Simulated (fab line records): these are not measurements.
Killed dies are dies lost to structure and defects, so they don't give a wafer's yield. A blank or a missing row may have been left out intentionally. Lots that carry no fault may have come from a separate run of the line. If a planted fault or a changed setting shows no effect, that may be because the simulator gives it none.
fab line records | flow rit-cmos
[record] lots = 14 wafers = 42 last-day = 7
route steps=202 shown NWELL@34 CONTACT@182 M1@194
lots untouched by any fault: they come from a run of this same line in which no faults occurred
start-h: start of the lot's first displayed wafer, in hours after the record's first day | wait-h: how many hours have passed since the lot's step before this one | " as in the row above | L1.1+2: a row that stands for several wafers | - no value present, or no start provided | * or withheld: withheld | < > ~ a bound
route shown NAME@n: names a module that has steps shown in the file, with the first one's number in the route | usual: mean and standard deviation over wafers with no fault | same: alike in all rows | chamber/n: place in a boat | sites: readings site by site | _std_site: the standard deviation of these | _edge_site: inner sites' mean taken away from outer sites' mean | radius-mm: how far each site lies from the wafer's centre | mask NAME#n: copy n | behind: tool/chamber where the wafer was last shaped | hold: why the lot was held/for how many hours/how that ended | device: transistor that didn't switch, given as n, p or np | end of line: tests run on the same wafers once the route is complete | a step given without rows: its recipe and nothing more | killed: count of dies lost to structure and defects at first sort (not the wafer's yield) | map: shows each die of a wafer: x if killed, . if not, _ if none is there
set.NAME: the setting the step ran with; set.NAME@STEP: the setting that earlier step ran with | model.NAME: the simulator's own value behind a step, which no gauge read
a sample of lots followed through the steps of the route, with each step as a table and each wafer as a row
services: the hour from which a tool's chamber was out of use, counted from the record's first day as start-h (under 0 if before that day), plus the number of hours and why
[[steps]]
[step RIT_NWELL_OVL_MEAS_06]
[usual] NWELL_OVL = 0.9/1.5
// columns lot.wafer tool chamber start-h wait-h NWELL_OVL[nm]
L207.1 overlay-02 - 26.18 - 1.3
L207.3 " - " " 0.4
L207.6 " - " " 0.9
L209.2 overlay-01 - 37.14 - 0.8
L209.3 " - " " 0.2
L209.5 " - " " -0.3
L211.1 overlay-02 - 46.70 - 3.5
L211.4 " - " " 2.7
L211.5 " - " " 2.1
L217.2 overlay-01 - 80.71 - 0.1
L217.5 " - " " 1.3
L217.6 " - " " 0.8
L218.3 overlay-01 - 81.45 - -0.1
L218.5 " - " " 2.6
L218.6 " - " " 0.2
L219.2 overlay-02 - 87.80 - -0.9
L219.4 " - " " 0.6
L219.5 " - " " -0.4
L220.1 overlay-02 - 93.94 - 3.6
L220.5 " - " " -0.3
L220.6 " - " " 0.2
L222.2 overlay-02 - 101.87 - 3.6
L222.3 " - " " 3.0
L222.4 " - " " 2.4
L223.3 overlay-02 - 108.20 - 1.8
L223.5 " - " " 1.0
L223.6 " - " " 2.2
L224.2 overlay-01 - 114.85 - 2.0
L224.3 " - " " 2.7
L224.5 " - " " 0.9
L225.3 overlay-01 - 116.82 - -0.3
L225.4 " - " " 0.7
L225.6 " - " " 1.4
L226.1 overlay-01 - 120.99 - 1.6
L226.4 " - " " 1.5
L226.6 " - " " 2.1
L227.2 overlay-01 - 127.86 - -2.4
L227.5 " - " " -0.5
L227.6 " - " " -2.5
L228.1 overlay-01 - 132.53 - -0.2
L228.3 " - " " 1.2
L228.4 " - " " 0.9
[step RIT_CONTACT_CLEAN_13]
[recipe] chemistry = SC1 mix = 3:3:50 time-s = 600 temp-c = 73.97
[usual] bath-guard-temp-C = 74.2/0.59 bath-heat-duty-pct = 14.5/1.8
// columns lot.wafer tool chamber start-h wait-h bath-guard-temp-C bath-heat-duty-pct
L207.1 wet-bench-03 1 59.82 0.1 74.1 16.1
L207.3 " 1 " " 73.8 14.9
L207.6 " 1 " " 73.5 16.2
L209.2 wet-bench-03 2 69.07 0.1 73.6 14.2
L209.3 " 2 " " 73.8 15.1
L209.5 " 2 " " 73.7 13.8
L211.1 wet-bench-03 1 81.79 0.1 73.9 15.8
L211.4 " 1 " " 73.7 16.3
L211.5 " 1 " " 73.8 17.0
L217.2 wet-bench-04 2 115.42 0.1 - -
L217.5 " 2 " " - -
L217.6 " 2 " " - -
L218.3 wet-bench-04 2 118.09 0.1 - -
L218.5 " 2 " " - -
L218.6 " 2 " " - -
L219.2 wet-bench-03 0 123.09 0.1 74.8 18.4
L219.4 " 0 " " 74.4 18.7
L219.5 " 0 " " 75.1 19.8
L220.1 wet-bench-01 0 129.96 0.1 73.8 15.3
L220.5 " 0 " " 73.9 14.7
L220.6 " 0 " " 73.8 14.4
L222.2 wet-bench-03 2 134.26 0.1 73.7 13.0
L222.3 " 2 " " 74.0 13.6
L222.4 " 2 " " 74.0 14.4
L223.3 wet-bench-04 0 143.50 0.1 74.6 13.3
L223.5 " 0 " " 74.6 11.5
L223.6 " 0 " " 74.5 13.4
L224.2 wet-bench-03 3 147.71 0.1 73.4 14.7
L224.3 " 3 " " 73.4 13.9
L224.5 " 3 " " 73.4 13.9
L225.3 wet-bench-04 3 149.64 0.1 74.8 13.5
L225.4 " 3 " " 74.3 12.3
L225.6 " 3 " " 74.6 13.1
L226.1 wet-bench-04 0 157.60 0.1 74.6 12.4
L226.4 " 0 " " 74.6 12.4
L226.6 " 0 " " 74.7 12.2
L227.2 wet-bench-04 0 163.63 0.1 74.7 11.6
L227.5 " 0 " " 74.6 13.0
L227.6 " 0 " " 74.4 11.1
L228.1 wet-bench-01 2 165.49 0.1 75.4 14.5
L228.3 " 2 " " 74.9 14.7
L228.4 " 2 " " 74.8 14.0
[step RIT_M1_OVL_MEAS_10]
[usual] M1_OVL = 0.6/1.3
// columns lot.wafer tool chamber start-h wait-h M1_OVL[nm]
L207.1 overlay-02 - 61.78 0.1 0.0
L207.3 " - " " -0.3
L207.6 " - " " -0.2
L209.2 overlay-01 - 71.01 0.1 -0.1
L209.3 " - " " 0.4
L209.5 " - " " 0.8
L211.1 overlay-01 - 83.63 0.1 0.0
L211.4 " - " " -1.6
L211.5 " - " " 0.1
L217.2 overlay-01 - 117.43 0.1 0.6
L217.5 " - " " 0.6
L217.6 " - " " 0.8
L218.3 overlay-02 - 120.10 0.1 0.5
L218.5 " - " " -1.1
L218.6 " - " " -1.0
L219.2 overlay-01 - 124.94 0.1 2.3
L219.4 " - " " 3.7
L219.5 " - " " 2.6
L220.1 overlay-01 - 131.80 0.1 -0.1
L220.5 " - " " 0.6
L220.6 " - " " -0.4
L222.2 overlay-02 - 136.14 0.1 -1.7
L222.3 " - " " 1.6
L222.4 " - " " 1.2
L223.3 overlay-02 - 145.33 0.1 -0.4
L223.5 " - " " -1.8
L223.6 " - " " -1.2
L224.2 overlay-01 - 149.68 0.1 -0.5
L224.3 " - " " -0.1
L224.5 " - " " 0.1
L225.3 overlay-02 - 151.49 0.1 0.1
L225.4 " - " " 0.3
L225.6 " - " " 1.8
L226.1 overlay-01 - 159.44 0.1 0.1
L226.4 " - " " 0.5
L226.6 " - " " 0.6
L227.2 overlay-01 - 165.65 0.1 -0.8
L227.5 " - " " -0.2
L227.6 " - " " 1.5
L228.1 overlay-01 - 167.47 0.1 1.8
L228.3 " - " " 1.1
L228.4 " - " " 1.2
[step RIT_M1_STRIP_14]
[recipe] chemistry = O2 time-s = 180 platen-temp-c = withheld power-w = 500 pressure-mtorr = 4000 o2-flow-sccm = 4000
[usual] drypump-motor-current-A = 5.6/0.36
// columns lot.wafer tool chamber start-h wait-h drypump-motor-current-A rf-hours-counter-h
L207.1 plasma-asher-03 1 62.40 0.0 5.3 43
L207.3 " 0 " " 5.6 -
L207.6 " 0 " " 5.5 -
L209.2 plasma-asher-03 1 71.68 0.0 5.3 44
L209.3 " 1 " " 5.3 -
L209.5 " 0 " " 5.5 -
L211.1 plasma-asher-03 1 84.27 0.0 5.3 45
L211.4 " 0 " " 5.5 -
L211.5 " 1 " " 5.4 -
L217.2 plasma-asher-02 0 118.05 0.0 6.4 47
L217.5 " 1 " " 5.4 -
L217.6 " 0 " " 6.4 -
L218.3 plasma-asher-01 1 120.77 0.1 5.5 -
L218.5 " 0 " " 5.4 -
L218.6 " 1 " " 5.5 -
L219.2 plasma-asher-03 0 125.73 0.0 5.5 50
L219.4 " 0 " " 5.5 -
L219.5 " 1 " " 5.3 -
L220.1 plasma-asher-01 0 132.44 0.0 5.4 2
L220.5 " 0 " " 5.4 -
L220.6 " 1 " " 5.5 -
L222.2 plasma-asher-03 1 136.76 0.0 5.3 51
L222.3 " 1 " " 5.3 -
L222.4 " 0 " " 5.5 -
L223.3 plasma-asher-01 0 146.02 0.1 5.4 -
L223.5 " 1 " " 5.5 -
L223.6 " 0 " " 5.4 -
L224.2 plasma-asher-02 1 150.29 0.0 5.4 50
L224.3 " 0 " " 6.4 -
L224.5 " 1 " " 5.4 -
L225.3 plasma-asher-02 1 152.16 0.1 5.4 -
L225.4 " 0 " " 6.4 -
L225.6 " 0 " " 6.4 -
L226.1 plasma-asher-02 0 160.08 0.0 6.4 51
L226.4 " 1 " " 5.4 -
L226.6 " 1 " " 5.4 -
L227.2 plasma-asher-02 0 166.29 0.0 6.4 52
L227.5 " 1 " " 5.4 -
L227.6 " 0 " " 6.4 -
L228.1 plasma-asher-02 1 168.10 0.0 5.4 52
L228.3 " 0 " " 6.4 -
L228.4 " 1 " " 5.5 -
[step RIT_M1_PROBE_99]
[usual] killed-at-contacts = 0.1/0.34 killed-at-front-end = 6.6/2.7 killed-dies = 6.7/2.7 killed-open = 3.5/1.9 killed-short = 3.1/1.8
[same] gross-dies = 264 killed_at_M0_to_M3 = 0 killed_at_M4_up = 0 killed-at-back-side = 0 killed-at-other = 0
// columns lot.wafer tool chamber start-h wait-h killed-at-contacts killed-at-front-end killed-dies killed-open killed-short
L217.2 prober-02 - 120.01 0.1 0 5 5 1 4
L217.5 prober-02 - 120.16 0.2 0 5 5 2 3
L217.6 prober-02 - 120.21 0.2 0 6 6 4 2
L218.3 prober-01 - 122.73 0.2 0 10 10 5 5
L218.5 prober-01 - 122.83 0.2 1 6 7 3 4
L218.6 prober-01 - 122.88 0.2 0 8 8 3 5
L222.2 prober-01 - 138.73 0.1 0 6 6 4 2
L222.3 prober-01 - 138.78 0.2 0 7 7 1 6
L222.4 prober-01 - 138.83 0.2 0 6 6 4 2
L226.1 prober-01 - 161.99 0.1 0 4 4 3 1
L226.4 prober-01 - 162.14 0.2 1 6 7 5 2
L226.6 prober-01 - 162.24 0.2 0 4 4 2 2
// killed by level:class
L217.2 GATE:geometric-particle:short=2 FOX1:geometric-particle:short=1 REOX:geometric-particle:open=1 SILICIDE:geometric-particle:short=1
L217.5 SPACER:geometric-particle:short=2 GATE:geometric-particle:short=1 REOX:geometric-particle:open=1 SILICIDE:geometric-particle:open=1
L217.6 GATE:geometric-particle:open=3 SILICIDE:geometric-particle:short=2 SPACER:geometric-particle:open=1
L218.3 GATE:geometric-particle:open=2 SPACER:geometric-particle:short=2 SPACER:geometric-particle:open=2 FOX1:geometric-particle:short=1 GATE:geometric-particle:short=1 REOX:geometric-particle:open=1 SILICIDE:geometric-particle:short=1
L218.5 SPACER:geometric-particle:open=2 FOX1:geometric-particle:open=1 FOX1:geometric-particle:short=1 FOX2:geometric-particle:short=1 SPACER:geometric-particle:short=1 CONTACT:geometric-particle:short=1
L218.6 GATE:geometric-particle:short=2 GATE:geometric-particle:open=2 ACTIVE:geometric-particle:open=1 FOX2:geometric-particle:short=1 REOX:geometric-particle:short=1 SPACER:geometric-particle:short=1
L222.2 GATE:geometric-particle:short=2 FOX2:geometric-particle:open=1 GATE:geometric-particle:open=1 SPACER:geometric-particle:open=1 SILICIDE:geometric-particle:open=1
L222.3 GATE:geometric-particle:short=4 GATE:geometric-particle:open=1 SPACER:geometric-particle:short=1 SILICIDE:geometric-particle:short=1
L222.4 FOX1:geometric-particle:open=2 GATE:geometric-particle:short=2 FOX2:geometric-particle:open=1 GATE:geometric-particle:open=1
L226.1 SILICIDE:geometric-particle:open=2 GATE:geometric-particle:short=1 GATE:geometric-particle:open=1
L226.4 GATE:geometric-particle:open=2 REOX:geometric-particle:open=2 GATE:geometric-particle:short=1 SILICIDE:geometric-particle:short=1 CONTACT:geometric-particle:open=1
L226.6 GATE:geometric-particle:open=1 REOX:geometric-particle:short=1 SPACER:geometric-particle:open=1 SILICIDE:geometric-particle:short=1
[[services]]
// columns tool chamber start-h hours kind
wet-bench-04 - 39.35 1.9 pm
plasma-asher-01 - 105.73 1.2 repair
plasma-asher-01 - 108.75 9.0 pm
plasma-asher-01 0 108.75 9.0 vent-cycle
plasma-asher-01 1 108.75 9.0 vent-cycle
plasma-asher-01 0 117.75 - clean
plasma-asher-01 1 117.75 - clean
[[key]]
[first-sign] step = RIT_CONTACT_CLEAN_13 reading = tool-record direction = missing
effect none on later readings
met-at RIT_CONTACT_CLEAN_13
struck-lots L217,L218
tester-left-out L217,L218
not-acting-at RIT_NWELL_OVL_MEAS_06,RIT_M1_OVL_MEAS_10,RIT_M1_STRIP_14
[fault] kind = skipped-step-whole tool = wet-bench-04 chamber = - onset-h = 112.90 steps = RIT_CONTACT_CLEAN_13 scope = struck-lots-only
// tester-left-out: of these lots the tester's yield and bins aren't shown, on N5 and GAA mostly nor the transistor test; their killed dies are dies lost to structure and defects alone, not to doping, threshold or leakage, so they don't give the yield
